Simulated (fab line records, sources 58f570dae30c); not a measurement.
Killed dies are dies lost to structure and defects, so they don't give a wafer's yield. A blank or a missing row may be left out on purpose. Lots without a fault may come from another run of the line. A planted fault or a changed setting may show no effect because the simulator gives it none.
Which tool did it? | flow berkeley_cmos170 | 13 lots, 39 wafers sampled, at 6 steps of a route of 331

WHAT THE GAUGES READ, wafer by wafer
UCB170_M2_CD_MEAS_90: target cd 700 nm.
lot  | measured     | on        | cd_nm (nm)
L187 | day 9 00:32  | cd_sem-02 | 702 702 704
L189 | day 9 01:16  | cd_sem-02 | 703 700 703
L188 | day 9 02:23  | cd_sem-01 | 710 706 708
L190 | day 9 15:09  | cd_sem-01 | 705 699 700
L193 | day 10 02:35 | cd_sem-01 | 699 694 696
L195 | day 10 18:19 | cd_sem-02 | 707 707 707
L198 | day 10 18:09 | cd_sem-02 | 705 701 703
L199 | day 11 04:03 | cd_sem-01 | 719 720 700
L202 | day 12 03:41 | cd_sem-01 | 699 700 706
L203 | day 12 04:56 | cd_sem-02 | 698 699 710
L206 | day 13 03:21 | cd_sem-01 | 705 705 698
L208 | day 13 11:14 | cd_sem-02 | 701 704 703
L207 | day 13 16:15 | cd_sem-01 | 706 710 709

UCB170_V2_CD_MEAS_12: target cd 700 nm.
lot  | measured     | on        | cd_nm (nm)
L187 | day 9 02:47  | cd_sem-02 | 699.4 699.5 698.7
L189 | day 9 03:30  | cd_sem-01 | 700.1 700.4 700.2
L188 | day 9 04:43  | cd_sem-01 | 700.5 699.6 699.1
L190 | day 9 16:59  | cd_sem-02 | 698.9 698.8 698.9
L193 | day 10 04:32 | cd_sem-02 | 695.5 694.9 695.1
L195 | day 10 21:28 | cd_sem-02 | 699.7 698.7 697.7
L198 | day 10 20:20 | cd_sem-01 | 699.5 699.6 699.7
L199 | day 11 06:05 | cd_sem-02 | 699.7 698.5
L202 | day 12 05:40 | cd_sem-01 | 698.5 700.2 697.1
L203 | day 12 06:54 | cd_sem-01 | 698.1 698.0 697.5
L206 | day 13 05:37 | cd_sem-01 | 702.0 701.8 701.7
L208 | day 13 13:43 | cd_sem-02 | 701.2 698.9 700.1
L207 | day 13 20:08 | cd_sem-02 | 701.3 699.8 701.4

WHICH TOOL RAN EACH LOT (tool, then ch and the chambers of the sampled wafers, then the start)
lot  | UCB170_V1_CVD_00                | UCB170_M2_STRIP_07                   | UCB170_M2_METAL_ETCH_18           | UCB170_M2_STRIP_19
L187 | pecvd-02 ch 0,1, day 8 16:10    | plasma_asher-04 ch 0,1, day 8 22:35  | rie_metal-04 ch 0,1, day 9 00:16  | plasma_asher-02 ch 0,1, day 9 00:26
L189 | pecvd-02 ch 0,1,2, day 8 16:19  | plasma_asher-02 ch 1, day 8 22:53    | rie_metal-02 ch 0,1, day 9 00:59  | plasma_asher-01 ch 0,1, day 9 01:10
L188 | pecvd-01 ch 0,1, day 8 17:29    | plasma_asher-02 ch 0,1, day 8 23:49  | rie_metal-01 ch 1, day 9 01:59    | plasma_asher-02 ch 0,1, day 9 02:16
L190 | pecvd-03 ch 0,1,2, day 9 09:36  | plasma_asher-02 ch 0,1, day 9 13:05  | rie_metal-04 ch 0,1, day 9 14:46  | plasma_asher-04 ch 0,1, day 9 14:56
L193 | pecvd-02 ch 1,2, day 9 19:54    | plasma_asher-02 ch 0,1, day 10 00:38 | rie_metal-02 ch 0,1, day 10 02:17 | plasma_asher-04 ch 0,1, day 10 02:29
L195 | pecvd-02 ch 1,2, day 10 11:59   | plasma_asher-01 ch 0,1, day 10 15:31 | rie_metal-01 ch 0,1, day 10 18:01 | plasma_asher-01 ch 0, day 10 18:12
L198 | pecvd-03 ch 1,2, day 10 11:59   | plasma_asher-02 ch 0,1, day 10 15:22 | rie_metal-04 ch 0,1, day 10 17:52 | plasma_asher-01 ch 0,1, day 10 18:03
L199 | pecvd-03 ch 1,2, day 10 22:55   | plasma_asher-02 ch 0,1, day 11 02:19 | rie_metal-02 ch 0,1, day 11 03:46 | plasma_asher-01 ch 0,1, day 11 03:57
L202 | pecvd-03 ch 0,1,2, day 11 22:41 | plasma_asher-01 ch 0,1, day 12 01:50 | rie_metal-04 ch 0,1, day 12 03:24 | plasma_asher-04 ch 0,1, day 12 03:34
L203 | pecvd-01 ch 0,2, day 11 23:57   | plasma_asher-04 ch 0,1, day 12 02:59 | rie_metal-01 ch 0,1, day 12 04:26 | plasma_asher-01 ch 0,1, day 12 04:37
L206 | pecvd-03 ch 0,1,2, day 12 17:49 | plasma_asher-01 ch 0,1, day 12 21:47 | rie_metal-04 ch 0,1, day 13 03:04 | plasma_asher-04 ch 0,1, day 13 03:14
L208 | pecvd-02 ch 0,1,2, day 13 05:38 | plasma_asher-04 ch 0,1, day 13 09:22 | rie_metal-01 ch 0,1, day 13 10:58 | plasma_asher-02 ch 0,1, day 13 11:08
L207 | pecvd-03 ch 1,2, day 13 10:27   | plasma_asher-04 ch 0,1, day 13 14:08 | rie_metal-01 ch 0,1, day 13 15:58 | plasma_asher-01 ch 0,1, day 13 16:09
- UCB170_V1_CVD_00: deposits SiO2 from TEOS/O2, target thk 2000 nm, time 250 s.
- UCB170_M2_STRIP_07: strips in O2.
- UCB170_M2_METAL_ETCH_18: etches Al in Cl2/BCl3, stops on SiO2, target depth 1170 nm, time 195 s.
- UCB170_M2_STRIP_19: strips in O2.

WHAT THE TOOLS THEMSELVES READ (means of the sampled wafers that have a number; where no wafer has one, the mark that the record gives instead)
UCB170_V1_CVD_00.
lot  | tool     | heater_power_w (W)
L187 | pecvd-02 | 286
L189 | pecvd-02 | 276
L188 | pecvd-01 | 252
L190 | pecvd-03 | 173
L193 | pecvd-02 | 294
L195 | pecvd-02 | 264
L198 | pecvd-03 | 225
L199 | pecvd-03 | 198
L202 | pecvd-03 | 167
L203 | pecvd-01 | 248
L206 | pecvd-03 | 189
L208 | pecvd-02 | 337
L207 | pecvd-03 | 253

UCB170_M2_STRIP_07.
lot  | tool            | drypump_motor_current_A (A) | oes_product_au (a.u.) | strip_time_to_endpoint_s (s)
L187 | plasma_asher-04 | 5.61                        | 0.731                 | 21.94
L189 | plasma_asher-02 | 5.88                        | 0.735                 | 22.03
L188 | plasma_asher-02 | 5.83                        | 0.732                 | 22.07
L190 | plasma_asher-02 | 5.84                        | 0.738                 | 22.06
L193 | plasma_asher-02 | 5.84                        | 0.734                 | 21.98
L195 | plasma_asher-01 | 5.79                        | 0.733                 | 21.97
L198 | plasma_asher-02 | 5.86                        | 0.734                 | 21.99
L199 | plasma_asher-02 | 5.84                        | 0.734                 | 21.84
L202 | plasma_asher-01 | 5.75                        | 0.734                 | 22.02
L203 | plasma_asher-04 | 5.32                        | 0.730                 | 21.96
L206 | plasma_asher-01 | 5.65                        | 0.734                 | 22.01
L208 | plasma_asher-04 | 5.63                        | 0.732                 | 21.97
L207 | plasma_asher-04 | 5.62                        | 0.733                 | 22.09

UCB170_M2_METAL_ETCH_18.
lot  | tool         | bcl3_flow_sccm (sccm) | drypump_motor_current_A (A) | oes_product_au (a.u.) | throttle_valve_pct (%)
L187 | rie_metal-04 | 44.96                 | 6.2                         | 0.866                 | 23.95
L189 | rie_metal-02 | 44.99                 | 6.3                         | 0.842                 | 24.41
L188 | rie_metal-01 | 44.89                 | 5.6                         | 0.871                 | 23.96
L190 | rie_metal-04 | 45.04                 | 6.2                         | 0.867                 | 23.95
L193 | rie_metal-02 | 45.01                 | 6.2                         | 0.834                 | 24.42
L195 | rie_metal-01 | 44.89                 | 5.3                         | 0.863                 | 24.06
L198 | rie_metal-04 | 44.86                 | 5.6                         | 0.862                 | 23.98
L199 | rie_metal-02 | 45.23                 | 6.2                         | 0.725                 | 24.47
L202 | rie_metal-04 | 44.89                 | 6.2                         | 0.864                 | 23.95
L203 | rie_metal-01 | 44.95                 | 5.3                         | 0.870                 | 24.07
L206 | rie_metal-04 | 44.96                 | 5.6                         | 0.857                 | 23.97
L208 | rie_metal-01 | 44.96                 | 5.5                         | 0.865                 | 24.02
L207 | rie_metal-01 | 44.93                 | 5.5                         | 0.872                 | 24.00

UCB170_M2_STRIP_19.
lot  | tool            | drypump_motor_current_A (A) | oes_product_au (a.u.)
L187 | plasma_asher-02 | 5.9                         | 0.552
L189 | plasma_asher-01 | 5.7                         | 0.564
L188 | plasma_asher-02 | 5.9                         | 0.567
L190 | plasma_asher-04 | 5.6                         | 0.556
L193 | plasma_asher-04 | 5.6                         | 0.559
L195 | plasma_asher-01 | 5.6                         | 0.571
L198 | plasma_asher-01 | 5.7                         | 0.554
L199 | plasma_asher-01 | 5.7                         | 0.666
L202 | plasma_asher-04 | 5.6                         | 0.555
L203 | plasma_asher-01 | 5.7                         | 0.557
L206 | plasma_asher-04 | 5.6                         | 0.564
L208 | plasma_asher-02 | 5.9                         | 0.568
L207 | plasma_asher-01 | 5.7                         | 0.570

THE ANSWER, worked out from the rows above alone
Rule: what is usual is taken from the lots themselves. Put in order of their means at a reading, lots are off if they are a third of the lots or fewer, leave a main group of 4 or more, and stand apart from it by a gap of 3 or more times the standard deviation of the main group's means; of several such gaps the widest counts. A main group whose means are all the same, to the digits that the tables above print for the reading, isn't used. A lot without any number at a reading at which 4 lots or more have one is off too. The other lots that the step has rows for count as sound. The gauges are gone through in route order, then the tools' own readings, and for those a lot's mean is taken as printed above. The first step at which some lot is off is used, and at that step the reading that is off furthest; a lot without a number counts as furthest.
Off: L199, at UCB170_M2_METAL_ETCH_18 (oes_product_au). The main group: mean 0.861 a.u., standard deviation 0.011.
A tool fits if, at that step or a process step before it, it ran every lot that is off, and no sound lot after the first of them. Can't be told from this: 2 tools fit, plasma_asher-02 at UCB170_M2_STRIP_07, rie_metal-02 at UCB170_M2_METAL_ETCH_18.

WHAT THE SIMULATOR HAD PUT IN
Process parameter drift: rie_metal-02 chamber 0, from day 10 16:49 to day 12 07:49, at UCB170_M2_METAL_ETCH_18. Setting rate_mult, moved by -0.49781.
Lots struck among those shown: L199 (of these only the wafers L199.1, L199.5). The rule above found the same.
